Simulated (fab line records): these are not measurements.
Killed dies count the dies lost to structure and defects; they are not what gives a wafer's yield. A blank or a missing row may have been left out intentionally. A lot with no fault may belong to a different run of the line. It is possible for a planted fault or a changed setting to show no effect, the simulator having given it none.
What tool caused it? | flow berkeley_cmos170 | 42 wafers from 14 lots sampled at 3 of the route's 331 steps

== WHAT THE GAUGES SHOWED, per wafer ==
UCB170_ACTIVE_THK_MEAS_03. Usual: for ACTIVE_OXIDE_THK the level is 26.5 nm and the standard deviation is 0.5.
lot  | measured    | on            | ACTIVE_OXIDE_THK (nm) | flag
L775 | day 3 21:21 | film_metro-04 | 26.3 26.3 26.1        |
L776 | day 3 21:22 | film_metro-03 | 25.7 25.8 25.8        |
L777 | day 4 04:24 | film_metro-04 | 26.9 26.3 26.7        |
L778 | day 4 12:34 | film_metro-01 | 27.2 27.6 27.5        |
L779 | day 4 17:45 | film_metro-04 | 26.2 26.7 26.5        |
L781 | day 5 09:47 | film_metro-04 | 26.3 25.7 26.1        |
L783 | day 5 14:30 | film_metro-01 | 26.3 26.5 26.4        |
L789 | day 6 17:14 | film_metro-04 | 26.5 26.2 26.6        |
L790 | day 6 21:16 | film_metro-03 | 26.2 26.2 26.4        |
L791 | day 7 03:15 | film_metro-04 | 26.5 26.7 26.4        |
L794 | day 7 22:23 | film_metro-03 | 26.5 26.2 26.5        |
L793 | day 7 22:28 | film_metro-01 | 26.9 27.0 27.2        |
L796 | day 8 08:19 | film_metro-01 | 27.2 26.8 26.4        |
L798 | day 8 20:05 | film_metro-04 | 26.4 26.1 26.2        |

UCB170_V2_BOW_MEAS_03. Usual: for V2_BOW the level is 35 um and the standard deviation is 7.2.
lot  | measured     | on            | V2_BOW (um) | flag
L775 | day 7 14:50  | film_metro-02 | 44 36 30    |
L776 | day 7 11:59  | film_metro-04 | 32 36 36    |
L777 | day 8 01:25  | film_metro-02 | 38 36 40    |
L778 | day 8 12:23  | film_metro-02 | 43 48 38    |
L779 | day 8 11:13  | film_metro-04 | 28 43 39    |
L781 | day 10 00:08 | film_metro-04 | 53 48 33    |
L783 | day 9 23:49  | film_metro-02 | 46 41 42    |
L789 | day 10 22:24 | film_metro-04 | 27 27 32    |
L790 | day 10 23:19 | film_metro-04 | 40 29 37    |
L791 | day 10 22:41 | film_metro-03 | 35 34 60    |
L794 | day 12 02:39 | film_metro-04 | 39 30 31    |
L793 | day 12 01:08 | film_metro-04 | 17 29 43    |
L796 | day 12 14:29 | film_metro-03 | 27 38 29    |
L798 | day 13 01:21 | film_metro-04 | 27 37 35    |

UCB170_M3_CD_MEAS_15: target cd 700 nm. Usual: cd_nm 699.9 nm, standard deviation 1.3.
lot  | measured     | on        | cd_nm (nm)        | flag
L775 | day 7 22:13  | cd_sem-01 | 699.7 698.4 698.0 |
L776 | day 7 16:58  | cd_sem-01 | 702.9 703.3 703.4 |
L777 | day 8 10:20  | cd_sem-02 | 700.6 699.2 699.4 |
L778 | day 8 21:18  | cd_sem-01 | 699.3 700.5 700.1 |
L779 | day 8 21:05  | cd_sem-01 | 699.3 698.8 700.0 |
L781 | day 10 05:38 | cd_sem-01 | 700.2 700.0 700.3 |
L783 | day 10 05:20 | cd_sem-02 | 700.6 702.1 701.5 |
L789 | day 11 03:55 | cd_sem-01 | 701.3 699.5 700.6 |
L790 | day 11 05:37 | cd_sem-02 | 700.9 700.5 700.3 |
L791 | day 11 04:19 | cd_sem-01 | 700.8 701.1 700.6 |
L794 | day 12 07:10 | cd_sem-02 | 702.0 701.8 700.6 |
L793 | day 12 04:53 | cd_sem-01 | 699.0 699.3 698.9 |
L796 | day 12 20:59 | cd_sem-02 | 698.3 699.6 699.9 |
L798 | day 13 06:55 | cd_sem-01 | 699.0 698.5 698.6 |

== WHICH TOOL RAN EACH LOT (tool, then ch and the chambers of the sampled wafers, then the start) ==
The record shows no process step preceding these readings.

== AS READ BY THE TOOLS THEMSELVES (means over the sampled wafers that have a number; for cases with no such wafer, the mark the record gives instead) ==
The record holds no such reading with a usual standard deviation.

== THE ANSWER, worked out from the rows above alone ==
Rule: take the mean of a lot's wafers that have a number; if it is more than 3 standard deviations from the usual mean, the lot is off. Also off: a lot with no number at a reading for which 4 or more lots have one. All remaining lots with rows at the step are treated as sound. Order of review: gauges by route order, followed by the tools' own readings, for which a lot's mean as printed above is used. At the first step where some lot is off, the reading lying furthest off is the one used; lots without a number count as furthest.
None of the lots is off at any reading shown; this tells nothing.

== WHAT THE SIMULATOR HAD INSERTED ==
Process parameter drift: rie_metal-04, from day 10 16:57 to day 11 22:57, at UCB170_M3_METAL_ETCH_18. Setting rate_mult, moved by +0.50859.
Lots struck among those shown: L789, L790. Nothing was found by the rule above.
